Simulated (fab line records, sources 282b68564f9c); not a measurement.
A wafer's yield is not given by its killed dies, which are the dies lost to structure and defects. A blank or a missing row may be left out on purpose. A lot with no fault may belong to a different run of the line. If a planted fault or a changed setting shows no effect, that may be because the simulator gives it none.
The same fault as seen by 2 desks | flow rit-cmos | each desk has only its own numbers; what lay behind them comes last

AT THE METROLOGY DESK
What the gauges read, lot by lot, whatever tool the lot ran on: means of the sampled wafers that have a number. If a lot's mean is further than 4 standard deviations from the usual mean, the lot is out of limits and carries the mark OUT (the distance appears in the brackets).
Columns: A = ACTIVE_NITRIDE_THK at RIT_ACTIVE_THK_MEAS_04, usual 150.4 nm; B = cd-nm at RIT_GATE_CD_MEAS_16, usual 150.5 nm; C = cd-nm at RIT_M1_CD_MEAS_09, usual 2599.9 nm
lot  | first seen here | A     | B     | C
L158 | day 1 18:32     | 153.2 | 150.0 | 2599.4
L159 | day 1 23:32     | 149.5 | 150.9 | 2600.9
L161 | day 2 09:32     | 152.4 | 150.4 | 2599.9
L162 | day 2 14:32     | 152.0 | 152.8 | 2599.2
L163 | day 2 19:32     | 152.1 | 154.1 | 2600.6
L164 | day 3 00:32     | 149.3 | 150.1 | 2601.7
L165 | day 3 05:34     | 150.1 | 149.3 | 2598.2
L167 | day 3 16:22     | 150.4 | 150.2 | 2599.4
L168 | day 3 20:44     | 149.0 | 148.6 | 2599.0
L169 | day 4 01:35     | 150.5 | 150.3 | 2601.2
L173 | day 4 22:49     | 150.1 | 147.0 | 2597.1
L177 | day 5 18:31     | 153.7 | 147.4 | 2599.9
L178 | day 6 00:16     | 150.3 | 152.1 | 2598.7
This desk found nothing out of limits on any of the 13 lots.

AT THE TOOL OWNER'S DESK: rie-diel-04
The tool's own readings at RIT_SPACER_ETCHBACK_05 (etches Si3N4 in SF6/CHF3, stops on SiO2, target depth 250 nm, time 240 s): means of the sampled wafers that have a number, for each lot that ran on this tool. If a lot's mean is further than 4 standard deviations from the usual mean, the lot is out of limits and carries the mark OUT (the distance appears in the brackets).
Columns: A = CHF3_flow_sccm at RIT_SPACER_ETCHBACK_05, usual 29.99 sccm; B = SF6_flow_sccm at RIT_SPACER_ETCHBACK_05, usual 30.01 sccm; C = drypump-motor-current-A at RIT_SPACER_ETCHBACK_05, usual 5.6 A; D = oes-product-au at RIT_SPACER_ETCHBACK_05, usual 0.850 a.u.; E = throttle-valve-pct at RIT_SPACER_ETCHBACK_05, usual 10.30 %
lot  | first seen here | A     | B     | C   | D     | E
L165 | day 4 15:19     | 29.94 | 30.00 | 5.7 | 0.824 | 10.42
L173 | day 6 17:09     | 30.00 | 30.11 | 5.4 | 0.850 | 10.34
L177 | day 7 07:29     | 29.96 | 30.09 | 5.4 | 0.854 | 10.35
This desk found nothing out of limits on any of the 3 lots.

PUT TOGETHER
Nothing out of limits was seen by the metrology desk.
Nothing out of limits was seen by the tool owner's desk.

WHAT WAS PUT IN BY THE SIMULATOR
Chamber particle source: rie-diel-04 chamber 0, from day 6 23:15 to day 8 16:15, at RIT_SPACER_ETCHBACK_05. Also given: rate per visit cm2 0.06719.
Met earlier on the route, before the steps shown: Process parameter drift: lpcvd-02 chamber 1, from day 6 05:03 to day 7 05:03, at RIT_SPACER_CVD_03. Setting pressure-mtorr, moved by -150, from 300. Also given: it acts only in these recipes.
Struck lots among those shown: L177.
